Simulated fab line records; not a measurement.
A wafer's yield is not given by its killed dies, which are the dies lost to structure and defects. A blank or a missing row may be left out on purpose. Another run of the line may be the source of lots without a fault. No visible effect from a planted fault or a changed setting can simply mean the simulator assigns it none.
fab line records || flow rit-cmos
record {"lots": 6, "wafers": 18, "last-day": 7}
route steps=202 shown PLDD@124 SPACER@125 NSD@131 M1@202
lots untouched by any fault: they come from a run of this same line in which no faults occurred
start-h: start of the lot's first displayed wafer, in hours after the record's first day || wait-h: hours since the lot's step before || " unchanged from the row above || L1.1+2: one row covering several wafers at once || - value missing, or start not given || * or withheld: withheld || < > ~ a bound
route shown NAME@n: names a module that has steps shown in the file, with the first one's number in the route || usual: mean/standard deviation of fault-free wafers || same: alike in all rows || chamber/n: place in a boat || sites: the reading at each site || _std_site: how widely they spread, as a standard deviation || _edge_site: the outer-site mean with the inner-site mean subtracted || radius-mm: for every site, how far away it sits from the centre of the wafer || mask NAME#n: copy n || behind: tool/chamber where the wafer was last shaped || hold: why the lot was held/for how many hours/how that ended || device: the transistor (n, p or np) that didn't switch || end of line: the tests these same wafers got at the end of their route || a step given without rows: its recipe and nothing more || killed: dies that structure and defects cost at the first sort, which is not the same as the wafer's yield || map: the dies of a wafer, with x for killed, . for not killed, _ for no die there
set.NAME: setting as actually run; set.NAME@STEP: the setting as run at that earlier step || model.NAME: the simulator's own value behind a step, which no gauge read
certain route steps with their lots: each step a table, each wafer a row
services: when a tool's chamber went out of use (start-h, in hours from the record's first day, below 0 if earlier), for how many hours, and the reason
## steps
# step RIT_PLDD_TW_MEAS_10
# usual {"PLDD_TW": "2364/12"}
{"lot.wafer": "L516.1", "tool": "film-metro-01", "chamber": "-", "start-h": 63.63, "wait-h": 0.1, "PLDD_TW": 2354}
{"lot.wafer": "L516.2", "tool": "film-metro-01", "chamber": "-", "start-h": 63.63, "wait-h": 0.1, "PLDD_TW": 2359}
{"lot.wafer": "L516.3", "tool": "film-metro-01", "chamber": "-", "start-h": 63.63, "wait-h": 0.1, "PLDD_TW": 2359}
{"lot.wafer": "L521.1", "tool": "film-metro-04", "chamber": "-", "start-h": 84.79, "wait-h": 0.1, "PLDD_TW": 2366}
{"lot.wafer": "L521.4", "tool": "film-metro-04", "chamber": "-", "start-h": 84.79, "wait-h": 0.1, "PLDD_TW": 2361}
{"lot.wafer": "L521.5", "tool": "film-metro-04", "chamber": "-", "start-h": 84.79, "wait-h": 0.1, "PLDD_TW": 2358}
{"lot.wafer": "L523.2", "tool": "film-metro-01", "chamber": "-", "start-h": 94.19, "wait-h": 0.1, "PLDD_TW": 2375}
{"lot.wafer": "L523.3", "tool": "film-metro-01", "chamber": "-", "start-h": 94.19, "wait-h": 0.1, "PLDD_TW": 2366}
{"lot.wafer": "L523.5", "tool": "film-metro-01", "chamber": "-", "start-h": 94.19, "wait-h": 0.1, "PLDD_TW": 2357}
{"lot.wafer": "L524.1", "tool": "film-metro-04", "chamber": "-", "start-h": 97.88, "wait-h": 0.1, "PLDD_TW": 2365}
{"lot.wafer": "L524.2", "tool": "film-metro-04", "chamber": "-", "start-h": 97.88, "wait-h": 0.1, "PLDD_TW": 2360}
{"lot.wafer": "L524.4", "tool": "film-metro-04", "chamber": "-", "start-h": 97.88, "wait-h": 0.1, "PLDD_TW": 2353}
{"lot.wafer": "L526.1", "tool": "film-metro-04", "chamber": "-", "start-h": 109.51, "wait-h": 0.1, "PLDD_TW": 2353}
{"lot.wafer": "L526.3", "tool": "film-metro-04", "chamber": "-", "start-h": 109.51, "wait-h": 0.1, "PLDD_TW": 2359}
{"lot.wafer": "L526.4", "tool": "film-metro-04", "chamber": "-", "start-h": 109.51, "wait-h": 0.1, "PLDD_TW": 2350}
{"lot.wafer": "L535.4", "tool": "film-metro-04", "chamber": "-", "start-h": 152.38, "wait-h": 0.1, "PLDD_TW": 2343}
{"lot.wafer": "L535.5", "tool": "film-metro-04", "chamber": "-", "start-h": 152.38, "wait-h": 0.1, "PLDD_TW": 2352}
{"lot.wafer": "L535.6", "tool": "film-metro-04", "chamber": "-", "start-h": 152.38, "wait-h": 0.1, "PLDD_TW": 2357}
# step RIT_SPACER_CLEAN_00
# recipe {"chemistry": "SC1", "mix": "3:3:50", "time-s": 600, "temp-c": 75}
# step RIT_SPACER_CLEAN_01
# recipe {"chemistry": "dHF", "dilution": "50:1", "time-s": 30}
# step RIT_SPACER_CLEAN_02
# recipe {"chemistry": "SC2", "mix": "3:3:50", "time-s": 600, "temp-c": 75, "dry": "n2-spin"}
# step RIT_SPACER_CVD_03
# recipe {"material": "Si3N4", "target-thk-nm": 250, "temp-c": 810, "precursor": "SiH2Cl2/NH3", "time-s": 3300, "pressure-mtorr": 300, "sih2cl2-flow-sccm": 60, "nh3-flow-sccm": 150}
# step RIT_SPACER_THK_MEAS_04
# recipe {"reads": "Si3N4_of_SPACER_CVD_03"}
# usual {"SPACER_NITRIDE_THK": "251.5/2.1"}
{"lot.wafer": "L516.1", "tool": "film-metro-02", "chamber": "-", "start-h": 65.97, "wait-h": 0.0, "SPACER_NITRIDE_THK[nm]": 253.3}
{"lot.wafer": "L516.2", "tool": "film-metro-02", "chamber": "-", "start-h": 65.97, "wait-h": 0.0, "SPACER_NITRIDE_THK[nm]": 253.4}
{"lot.wafer": "L516.3", "tool": "film-metro-02", "chamber": "-", "start-h": 65.97, "wait-h": 0.0, "SPACER_NITRIDE_THK[nm]": 253.5}
{"lot.wafer": "L521.1", "tool": "film-metro-03", "chamber": "-", "start-h": 87.49, "wait-h": 0.0, "SPACER_NITRIDE_THK[nm]": 251.4}
{"lot.wafer": "L521.4", "tool": "film-metro-03", "chamber": "-", "start-h": 87.49, "wait-h": 0.0, "SPACER_NITRIDE_THK[nm]": 252.0}
{"lot.wafer": "L521.5", "tool": "film-metro-03", "chamber": "-", "start-h": 87.49, "wait-h": 0.0, "SPACER_NITRIDE_THK[nm]": 253.9}
{"lot.wafer": "L523.2", "tool": "film-metro-01", "chamber": "-", "start-h": 96.53, "wait-h": 0.0, "SPACER_NITRIDE_THK[nm]": 250.0}
{"lot.wafer": "L523.3", "tool": "film-metro-01", "chamber": "-", "start-h": 96.53, "wait-h": 0.0, "SPACER_NITRIDE_THK[nm]": 249.8}
{"lot.wafer": "L523.5", "tool": "film-metro-01", "chamber": "-", "start-h": 96.53, "wait-h": 0.0, "SPACER_NITRIDE_THK[nm]": 250.8}
{"lot.wafer": "L524.1", "tool": "film-metro-02", "chamber": "-", "start-h": 100.23, "wait-h": 0.0, "SPACER_NITRIDE_THK[nm]": 252.5}
{"lot.wafer": "L524.2", "tool": "film-metro-02", "chamber": "-", "start-h": 100.23, "wait-h": 0.0, "SPACER_NITRIDE_THK[nm]": 253.5}
{"lot.wafer": "L524.4", "tool": "film-metro-02", "chamber": "-", "start-h": 100.23, "wait-h": 0.0, "SPACER_NITRIDE_THK[nm]": 256.5}
{"lot.wafer": "L526.1", "tool": "film-metro-02", "chamber": "-", "start-h": 111.86, "wait-h": 0.0, "SPACER_NITRIDE_THK[nm]": 251.5}
{"lot.wafer": "L526.3", "tool": "film-metro-02", "chamber": "-", "start-h": 111.86, "wait-h": 0.0, "SPACER_NITRIDE_THK[nm]": 252.6}
{"lot.wafer": "L526.4", "tool": "film-metro-02", "chamber": "-", "start-h": 111.86, "wait-h": 0.0, "SPACER_NITRIDE_THK[nm]": 252.0}
{"lot.wafer": "L535.4", "tool": "film-metro-02", "chamber": "-", "start-h": 154.72, "wait-h": 0.0, "SPACER_NITRIDE_THK[nm]": 251.0}
{"lot.wafer": "L535.5", "tool": "film-metro-02", "chamber": "-", "start-h": 154.72, "wait-h": 0.0, "SPACER_NITRIDE_THK[nm]": 252.3}
{"lot.wafer": "L535.6", "tool": "film-metro-02", "chamber": "-", "start-h": 154.72, "wait-h": 0.0, "SPACER_NITRIDE_THK[nm]": 252.2}
# step RIT_SPACER_ETCHBACK_05
# recipe {"target-depth-a": 2500, "SF6_flow_sccm": 30, "CHF3_flow_sccm": 30, "target": "Si3N4", "chemistry": "SF6/CHF3", "pressure-mtorr": 40, "rf-w": 250, "time-s": 240, "stop-on": "SiO2"}
# usual {"drypump-motor-current-A": "5.6/0.52", "oes-product-au": "0.845/0.016", "throttle-valve-pct": "10.30/0.14"}
{"lot.wafer": "L516.1", "tool": "rie-diel-02", "chamber": 1, "start-h": 66.03, "wait-h": 0.1, "drypump-motor-current-A": 5.9, "oes-product-au": 0.846, "rf-hours-counter-h": 7, "throttle-valve-pct": 10.38}
{"lot.wafer": "L516.2", "tool": "rie-diel-02", "chamber": 0, "start-h": 66.03, "wait-h": 0.1, "drypump-motor-current-A": 6.2, "oes-product-au": 0.863, "rf-hours-counter-h": 141, "throttle-valve-pct": 10.49}
{"lot.wafer": "L516.3", "tool": "rie-diel-02", "chamber": 3, "start-h": 66.03, "wait-h": 0.1, "drypump-motor-current-A": 6.2, "oes-product-au": 0.849, "rf-hours-counter-h": 14, "throttle-valve-pct": 10.04}
{"lot.wafer": "L521.1", "tool": "rie-diel-01", "chamber": 2, "start-h": 87.55, "wait-h": 0.1, "drypump-motor-current-A": 5.7, "oes-product-au": 0.853, "rf-hours-counter-h": 6, "throttle-valve-pct": 10.38}
{"lot.wafer": "L521.4", "tool": "rie-diel-01", "chamber": 0, "start-h": 87.55, "wait-h": 0.1, "drypump-motor-current-A": 6.5, "oes-product-au": 0.839, "rf-hours-counter-h": 1, "throttle-valve-pct": 10.33}
{"lot.wafer": "L521.5", "tool": "rie-diel-01", "chamber": 2, "start-h": 87.55, "wait-h": 0.1, "drypump-motor-current-A": 5.7, "oes-product-au": 0.866, "rf-hours-counter-h": "-", "throttle-valve-pct": 10.40}
{"lot.wafer": "L523.2", "tool": "rie-diel-02", "chamber": 2, "start-h": 96.58, "wait-h": 0.0, "drypump-motor-current-A": 4.8, "oes-product-au": 0.826, "rf-hours-counter-h": 76, "throttle-valve-pct": 10.38}
{"lot.wafer": "L523.3", "tool": "rie-diel-02", "chamber": 1, "start-h": 96.58, "wait-h": 0.0, "drypump-motor-current-A": 5.9, "oes-product-au": 0.826, "rf-hours-counter-h": 8, "throttle-valve-pct": 10.37}
{"lot.wafer": "L523.5", "tool": "rie-diel-02", "chamber": 3, "start-h": 96.58, "wait-h": 0.0, "drypump-motor-current-A": 6.2, "oes-product-au": 0.842, "rf-hours-counter-h": "-", "throttle-valve-pct": 10.03}
{"lot.wafer": "L524.1", "tool": "rie-diel-01", "chamber": 3, "start-h": 100.29, "wait-h": 0.1, "drypump-motor-current-A": 5.8, "oes-product-au": 0.830, "rf-hours-counter-h": 8, "throttle-valve-pct": 10.30}
{"lot.wafer": "L524.2", "tool": "rie-diel-01", "chamber": 2, "start-h": 100.29, "wait-h": 0.1, "drypump-motor-current-A": 5.8, "oes-product-au": 0.857, "rf-hours-counter-h": 6, "throttle-valve-pct": 10.38}
{"lot.wafer": "L524.4", "tool": "rie-diel-01", "chamber": 0, "start-h": 100.29, "wait-h": 0.1, "drypump-motor-current-A": 6.5, "oes-product-au": 0.851, "rf-hours-counter-h": 2, "throttle-valve-pct": 10.33}
{"lot.wafer": "L526.1", "tool": "rie-diel-04", "chamber": 2, "start-h": 111.92, "wait-h": 0.1, "drypump-motor-current-A": 5.1, "oes-product-au": 0.866, "rf-hours-counter-h": 0, "throttle-valve-pct": 10.36}
{"lot.wafer": "L526.3", "tool": "rie-diel-04", "chamber": 0, "start-h": 111.92, "wait-h": 0.1, "drypump-motor-current-A": 5.7, "oes-product-au": 0.849, "rf-hours-counter-h": 75, "throttle-valve-pct": 10.31}
{"lot.wafer": "L526.4", "tool": "rie-diel-04", "chamber": 0, "start-h": 111.92, "wait-h": 0.1, "drypump-motor-current-A": 5.7, "oes-product-au": 0.844, "rf-hours-counter-h": "-", "throttle-valve-pct": 10.28}
{"lot.wafer": "L535.4", "tool": "rie-diel-04", "chamber": 0, "start-h": 154.75, "wait-h": 0.0, "drypump-motor-current-A": 5.7, "oes-product-au": 0.836, "rf-hours-counter-h": 76, "throttle-valve-pct": 10.30}
{"lot.wafer": "L535.5", "tool": "rie-diel-04", "chamber": 1, "start-h": 154.75, "wait-h": 0.0, "drypump-motor-current-A": 5.7, "oes-product-au": 0.865, "rf-hours-counter-h": "-", "throttle-valve-pct": 10.27}
{"lot.wafer": "L535.6", "tool": "rie-diel-04", "chamber": 2, "start-h": 154.75, "wait-h": 0.0, "drypump-motor-current-A": 5.1, "oes-product-au": 0.868, "rf-hours-counter-h": "-", "throttle-valve-pct": 10.35}
# step RIT_NSD_HMDS_00
# recipe {"prime-time-s": 60, "prime-temp-c": 140}
# step RIT_NSD_COAT_01
# recipe {"resist": "NOVOLAK", "spin-rpm": 3250, "resist-thk-nm": 1000}
# step RIT_NSD_SOFTBAKE_02
# recipe {"resist": "NOVOLAK", "temp-c": 90, "time-s": 60}
# step RIT_NSD_EXPOSE_03
# recipe {"mask-id": "M9", "na": 0.57, "target-cd-nm": 40700, "dose-mj": 250}
# step RIT_NSD_PEB_04
# recipe {"resist": "NOVOLAK", "temp-c": "withheld", "time-s": "withheld"}
# step RIT_NSD_DEVELOP_05
# recipe {"resist": "NOVOLAK", "develop-time-s": 50, "dev-temp-c": 23}
# usual {"chill-plate-temp-C": "22.98/0.099", "developer-temp-C": "22.99/0.099"}
{"lot.wafer": "L516.1", "tool": "litho-track-04", "chamber": 0, "start-h": 66, "wait-h": "-", "chill-plate-temp-C": 22.90, "developer-temp-C": 22.85}
{"lot.wafer": "L516.2", "tool": "litho-track-04", "chamber": 0, "start-h": 66, "wait-h": "-", "chill-plate-temp-C": 23.06, "developer-temp-C": 22.94}
{"lot.wafer": "L516.3", "tool": "litho-track-04", "chamber": 0, "start-h": 66, "wait-h": "-", "chill-plate-temp-C": 23.09, "developer-temp-C": 22.98}
{"lot.wafer": "L521.1", "tool": "litho-track-03", "chamber": 0, "start-h": 88, "wait-h": "-", "chill-plate-temp-C": 22.96, "developer-temp-C": 22.91}
{"lot.wafer": "L521.4", "tool": "litho-track-03", "chamber": 0, "start-h": 88, "wait-h": "-", "chill-plate-temp-C": 23.01, "developer-temp-C": 22.88}
{"lot.wafer": "L521.5", "tool": "litho-track-03", "chamber": 0, "start-h": 88, "wait-h": "-", "chill-plate-temp-C": 22.85, "developer-temp-C": 22.87}
{"lot.wafer": "L523.2", "tool": "litho-track-01", "chamber": 0, "start-h": 97, "wait-h": "-", "chill-plate-temp-C": 22.90, "developer-temp-C": 23.01}
{"lot.wafer": "L523.3", "tool": "litho-track-01", "chamber": 0, "start-h": 97, "wait-h": "-", "chill-plate-temp-C": 23.00, "developer-temp-C": 22.97}
{"lot.wafer": "L523.5", "tool": "litho-track-01", "chamber": 0, "start-h": 97, "wait-h": "-", "chill-plate-temp-C": 23.02, "developer-temp-C": 23.09}
{"lot.wafer": "L524.1", "tool": "litho-track-03", "chamber": 0, "start-h": 101, "wait-h": "-", "chill-plate-temp-C": 22.91, "developer-temp-C": 23.87}
{"lot.wafer": "L524.2", "tool": "litho-track-03", "chamber": 0, "start-h": 101, "wait-h": "-", "chill-plate-temp-C": 22.79, "developer-temp-C": 23.87}
{"lot.wafer": "L524.4", "tool": "litho-track-03", "chamber": 0, "start-h": 101, "wait-h": "-", "chill-plate-temp-C": 22.98, "developer-temp-C": 23.91}
{"lot.wafer": "L526.1", "tool": "litho-track-03", "chamber": 0, "start-h": 112, "wait-h": "-", "chill-plate-temp-C": 22.92, "developer-temp-C": 23.96}
{"lot.wafer": "L526.3", "tool": "litho-track-03", "chamber": 0, "start-h": 112, "wait-h": "-", "chill-plate-temp-C": 22.85, "developer-temp-C": 24.01}
{"lot.wafer": "L526.4", "tool": "litho-track-03", "chamber": 0, "start-h": 112, "wait-h": "-", "chill-plate-temp-C": 22.86, "developer-temp-C": 24.01}
{"lot.wafer": "L535.4", "tool": "litho-track-01", "chamber": 0, "start-h": 155, "wait-h": "-", "chill-plate-temp-C": 22.93, "developer-temp-C": 22.98}
{"lot.wafer": "L535.5", "tool": "litho-track-01", "chamber": 0, "start-h": 155, "wait-h": "-", "chill-plate-temp-C": 22.83, "developer-temp-C": 23.08}
{"lot.wafer": "L535.6", "tool": "litho-track-01", "chamber": 0, "start-h": 155, "wait-h": "-", "chill-plate-temp-C": 23.01, "developer-temp-C": 22.96}
# step RIT_NSD_OVL_MEAS_06
# usual {"NSD_OVL": "0.0/1.4"}
{"lot.wafer": "L516.1", "tool": "overlay-01", "chamber": "-", "start-h": 67.03, "wait-h": "-", "NSD_OVL[nm]": -0.3}
{"lot.wafer": "L516.2", "tool": "overlay-01", "chamber": "-", "start-h": 67.03, "wait-h": "-", "NSD_OVL[nm]": -1.4}
{"lot.wafer": "L516.3", "tool": "overlay-01", "chamber": "-", "start-h": 67.03, "wait-h": "-", "NSD_OVL[nm]": -1.5}
{"lot.wafer": "L521.1", "tool": "overlay-02", "chamber": "-", "start-h": 88.67, "wait-h": "-", "NSD_OVL[nm]": -1.1}
{"lot.wafer": "L521.4", "tool": "overlay-02", "chamber": "-", "start-h": 88.67, "wait-h": "-", "NSD_OVL[nm]": -0.5}
{"lot.wafer": "L521.5", "tool": "overlay-02", "chamber": "-", "start-h": 88.67, "wait-h": "-", "NSD_OVL[nm]": -0.8}
{"lot.wafer": "L523.2", "tool": "overlay-02", "chamber": "-", "start-h": 97.59, "wait-h": "-", "NSD_OVL[nm]": -2.8}
{"lot.wafer": "L523.3", "tool": "overlay-02", "chamber": "-", "start-h": 97.59, "wait-h": "-", "NSD_OVL[nm]": -1.1}
{"lot.wafer": "L523.5", "tool": "overlay-02", "chamber": "-", "start-h": 97.59, "wait-h": "-", "NSD_OVL[nm]": -3.3}
{"lot.wafer": "L524.1", "tool": "overlay-02", "chamber": "-", "start-h": 101.29, "wait-h": "-", "NSD_OVL[nm]": -2.3}
{"lot.wafer": "L524.2", "tool": "overlay-02", "chamber": "-", "start-h": 101.29, "wait-h": "-", "NSD_OVL[nm]": -3.6}
{"lot.wafer": "L524.4", "tool": "overlay-02", "chamber": "-", "start-h": 101.29, "wait-h": "-", "NSD_OVL[nm]": -2.0}
{"lot.wafer": "L526.1", "tool": "overlay-02", "chamber": "-", "start-h": 113.04, "wait-h": "-", "NSD_OVL[nm]": 1.3}
{"lot.wafer": "L526.3", "tool": "overlay-02", "chamber": "-", "start-h": 113.04, "wait-h": "-", "NSD_OVL[nm]": 2.0}
{"lot.wafer": "L526.4", "tool": "overlay-02", "chamber": "-", "start-h": 113.04, "wait-h": "-", "NSD_OVL[nm]": 2.1}
{"lot.wafer": "L535.4", "tool": "overlay-01", "chamber": "-", "start-h": 155.77, "wait-h": "-", "NSD_OVL[nm]": 1.2}
{"lot.wafer": "L535.5", "tool": "overlay-01", "chamber": "-", "start-h": 155.77, "wait-h": "-", "NSD_OVL[nm]": 0.9}
{"lot.wafer": "L535.6", "tool": "overlay-01", "chamber": "-", "start-h": 155.77, "wait-h": "-", "NSD_OVL[nm]": 0.3}
# step RIT_M1_PROBE_99
# usual {"killed-at-contacts": "0.0/0.22", "killed-at-front-end": "7/3.2", "killed-dies": "8/3.2", "killed-open": "3.7/2.1", "killed-short": "3.8/2.2"}
# same {"gross-dies": 264, "killed_at_M0_to_M3": 0, "killed_at_M4_up": 0, "killed-at-back-side": 0, "killed-at-other": 0}
{"lot.wafer": "L516.1", "tool": "prober-01", "chamber": "-", "start-h": 76.98, "wait-h": 0.1, "killed-at-contacts": 0, "killed-at-front-end": 10, "killed-dies": 10, "killed-open": 3, "killed-short": 7}
{"lot.wafer": "L516.2", "tool": "prober-01", "chamber": "-", "start-h": 77.03, "wait-h": 0.1, "killed-at-contacts": 1, "killed-at-front-end": 18, "killed-dies": 19, "killed-open": 7, "killed-short": 12}
{"lot.wafer": "L516.3", "tool": "prober-01", "chamber": "-", "start-h": 77.08, "wait-h": 0.2, "killed-at-contacts": 0, "killed-at-front-end": 7, "killed-dies": 7, "killed-open": 4, "killed-short": 3}
{"lot.wafer": "L521.1", "tool": "prober-02", "chamber": "-", "start-h": 98.69, "wait-h": 0.1, "killed-at-contacts": 0, "killed-at-front-end": 6, "killed-dies": 6, "killed-open": 1, "killed-short": 5}
{"lot.wafer": "L521.4", "tool": "prober-02", "chamber": "-", "start-h": 98.84, "wait-h": 0.2, "killed-at-contacts": 0, "killed-at-front-end": 3, "killed-dies": 3, "killed-open": 2, "killed-short": 1}
{"lot.wafer": "L521.5", "tool": "prober-02", "chamber": "-", "start-h": 98.89, "wait-h": 0.2, "killed-at-contacts": 0, "killed-at-front-end": 8, "killed-dies": 8, "killed-open": 4, "killed-short": 4}
{"lot.wafer": "L523.2", "tool": "prober-02", "chamber": "-", "start-h": 107.69, "wait-h": 0.1, "killed-at-contacts": 0, "killed-at-front-end": 10, "killed-dies": 10, "killed-open": 5, "killed-short": 5}
{"lot.wafer": "L523.3", "tool": "prober-02", "chamber": "-", "start-h": 107.74, "wait-h": 0.2, "killed-at-contacts": 0, "killed-at-front-end": 5, "killed-dies": 5, "killed-open": 5, "killed-short": 0}
{"lot.wafer": "L523.5", "tool": "prober-02", "chamber": "-", "start-h": 107.84, "wait-h": 0.2, "killed-at-contacts": 0, "killed-at-front-end": 7, "killed-dies": 7, "killed-open": 4, "killed-short": 3}
{"lot.wafer": "L524.1", "tool": "prober-01", "chamber": "-", "start-h": 111.45, "wait-h": 0.1, "killed-at-contacts": 0, "killed-at-front-end": 1, "killed-dies": 1, "killed-open": 0, "killed-short": 1}
{"lot.wafer": "L524.2", "tool": "prober-01", "chamber": "-", "start-h": 111.50, "wait-h": 0.1, "killed-at-contacts": 0, "killed-at-front-end": 6, "killed-dies": 6, "killed-open": 1, "killed-short": 5}
{"lot.wafer": "L524.4", "tool": "prober-01", "chamber": "-", "start-h": 111.60, "wait-h": 0.2, "killed-at-contacts": 0, "killed-at-front-end": 12, "killed-dies": 12, "killed-open": 7, "killed-short": 5}
{"lot.wafer": "L526.1", "tool": "prober-01", "chamber": "-", "start-h": 123.01, "wait-h": 0.1, "killed-at-contacts": 0, "killed-at-front-end": 12, "killed-dies": 12, "killed-open": 5, "killed-short": 7}
{"lot.wafer": "L526.3", "tool": "prober-01", "chamber": "-", "start-h": 123.11, "wait-h": 0.2, "killed-at-contacts": 0, "killed-at-front-end": 5, "killed-dies": 5, "killed-open": 2, "killed-short": 3}
{"lot.wafer": "L526.4", "tool": "prober-01", "chamber": "-", "start-h": 123.16, "wait-h": 0.2, "killed-at-contacts": 0, "killed-at-front-end": 4, "killed-dies": 4, "killed-open": 2, "killed-short": 2}
{"lot.wafer": "L535.4", "tool": "prober-02", "chamber": "-", "start-h": 166.16, "wait-h": 0.2, "killed-at-contacts": 0, "killed-at-front-end": 6, "killed-dies": 6, "killed-open": 4, "killed-short": 2}
{"lot.wafer": "L535.5", "tool": "prober-02", "chamber": "-", "start-h": 166.21, "wait-h": 0.2, "killed-at-contacts": 0, "killed-at-front-end": 10, "killed-dies": 10, "killed-open": 5, "killed-short": 5}
{"lot.wafer": "L535.6", "tool": "prober-02", "chamber": "-", "start-h": 166.26, "wait-h": 0.2, "killed-at-contacts": 0, "killed-at-front-end": 8, "killed-dies": 8, "killed-open": 6, "killed-short": 2}
# killed by level:class
L516.1 GATE:geometric-particle:short=4 SILICIDE:geometric-particle:short=2 GATE:geometric-particle:open=1 REOX:geometric-particle:open=1 SPACER:geometric-particle:short=1 SILICIDE:geometric-particle:open=1
L516.2 SPACER:geometric-particle:short=6 SPACER:geometric-particle:open=4 GATE:geometric-particle:short=3 FOX1:geometric-particle:open=2 FOX1:geometric-particle:short=1 SILICIDE:geometric-particle:short=1 SILICIDE:geometric-particle:open=1 CONTACT:geometric-particle:short=1
L516.3 GATE:geometric-particle:open=2 SPACER:geometric-particle:short=2 REOX:geometric-particle:short=1 REOX:geometric-particle:open=1 SPACER:geometric-particle:open=1
L521.1 GATE:geometric-particle:short=3 FOX1:geometric-particle:short=1 GATE:geometric-particle:open=1 SPACER:geometric-particle:short=1
L521.4 FOX2:geometric-particle:open=1 GATE:geometric-particle:short=1 SPACER:geometric-particle:open=1
L521.5 SPACER:geometric-particle:open=3 SILICIDE:geometric-particle:short=3 SPACER:geometric-particle:short=1 SILICIDE:geometric-particle:open=1
L523.2 GATE:geometric-particle:short=5 GATE:geometric-particle:open=3 FOX1:geometric-particle:open=1 FOX2:geometric-particle:open=1
L523.3 SPACER:geometric-particle:open=3 FOX1:geometric-particle:open=1 GATE:geometric-particle:open=1
L523.5 GATE:geometric-particle:short=3 GATE:geometric-particle:open=2 SPACER:geometric-particle:open=2
L524.1 GATE:geometric-particle:short=1
L524.2 FOX1:geometric-particle:short=2 REOX:geometric-particle:short=2 FOX2:geometric-particle:short=1 SPACER:geometric-particle:open=1
L524.4 GATE:geometric-particle:open=2 GATE:geometric-particle:short=2 REOX:geometric-particle:open=2 REOX:geometric-particle:short=2 FOX1:geometric-particle:open=1 FOX2:geometric-particle:open=1 SPACER:geometric-particle:open=1 SPACER:geometric-particle:short=1
L526.1 GATE:geometric-particle:open=3 REOX:geometric-particle:short=3 GATE:geometric-particle:short=2 FOX1:geometric-particle:short=1 FOX1:geometric-particle:open=1 FOX2:geometric-particle:open=1 SPACER:geometric-particle:short=1
L526.3 FOX1:geometric-particle:short=1 GATE:geometric-particle:open=1 REOX:geometric-particle:short=1 SILICIDE:geometric-particle:open=1 SILICIDE:geometric-particle:short=1
L526.4 FOX2:geometric-particle:short=1 FOX2:geometric-particle:open=1 GATE:geometric-particle:short=1 REOX:geometric-particle:open=1
L535.4 FOX2:geometric-particle:open=2 GATE:geometric-particle:short=2 GATE:geometric-particle:open=1 SPACER:geometric-particle:open=1
L535.5 GATE:geometric-particle:short=2 GATE:geometric-particle:open=2 REOX:geometric-particle:short=2 FOX1:geometric-particle:short=1 FOX1:geometric-particle:open=1 REOX:geometric-particle:open=1 SILICIDE:geometric-particle:open=1
L535.6 GATE:geometric-particle:open=4 FOX2:geometric-particle:short=1 FOX2:geometric-particle:open=1 GATE:geometric-particle:short=1 SPACER:geometric-particle:open=1
## services
{"tool": "rie-diel-02", "chamber": 0, "start-h": 51.08, "hours": 6.5, "kind": "repair"}
{"tool": "rie-diel-02", "chamber": 1, "start-h": 51.39, "hours": 4.6, "kind": "repair"}
{"tool": "rie-diel-04", "chamber": 2, "start-h": 65.20, "hours": 3.4, "kind": "repair"}
{"tool": "rie-diel-04", "chamber": 2, "start-h": 94.52, "hours": "-", "kind": "clean"}
{"tool": "rie-diel-04", "chamber": 2, "start-h": 94.52, "hours": 12.9, "kind": "scheduled-down"}
{"tool": "rie-diel-04", "chamber": 2, "start-h": 94.52, "hours": 12.9, "kind": "vent-cycle"}
{"tool": "rie-diel-04", "chamber": 1, "start-h": 107.41, "hours": "-", "kind": "clean"}
{"tool": "rie-diel-04", "chamber": 1, "start-h": 107.41, "hours": 27.2, "kind": "scheduled-down"}
{"tool": "rie-diel-04", "chamber": 1, "start-h": 107.41, "hours": 27.2, "kind": "vent-cycle"}
{"tool": "rie-diel-01", "chamber": 0, "start-h": 112.22, "hours": 31.6, "kind": "repair"}
{"tool": "rie-diel-04", "chamber": 0, "start-h": 123.51, "hours": 8.8, "kind": "repair"}
{"tool": "rie-diel-01", "chamber": "-", "start-h": 129.58, "hours": 0.1, "kind": "repair"}
## key
first-sign {"step": "RIT_NSD_DEVELOP_05", "reading": "developer-temp-C", "direction": "up", "sigmas": 9.6, "usual": "*", "struck": "*"}
effect none on later readings
met-at RIT_NSD_DEVELOP_05
struck-wafers L524.1,L524.2,L524.4,L526.1,L526.3,L526.4
tester-left-out L524,L526
onset-between 88 101
fault {"kind": "process-parameter-drift", "tool": "litho-track-03", "chamber": "-", "onset-h": 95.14, "steps": "RIT_NSD_DEVELOP_05", "channel": "dev-temp-c", "offset": "*", "shape": "step", "end-h": 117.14, "acts-in": "*", "stated": "*"}
# tester-left-out: of these lots the tester's yield and bins aren't shown, on N5 and GAA mostly nor the transistor test; their killed dies are dies lost to structure and defects alone, not to doping, threshold or leakage, so they don't give the yield
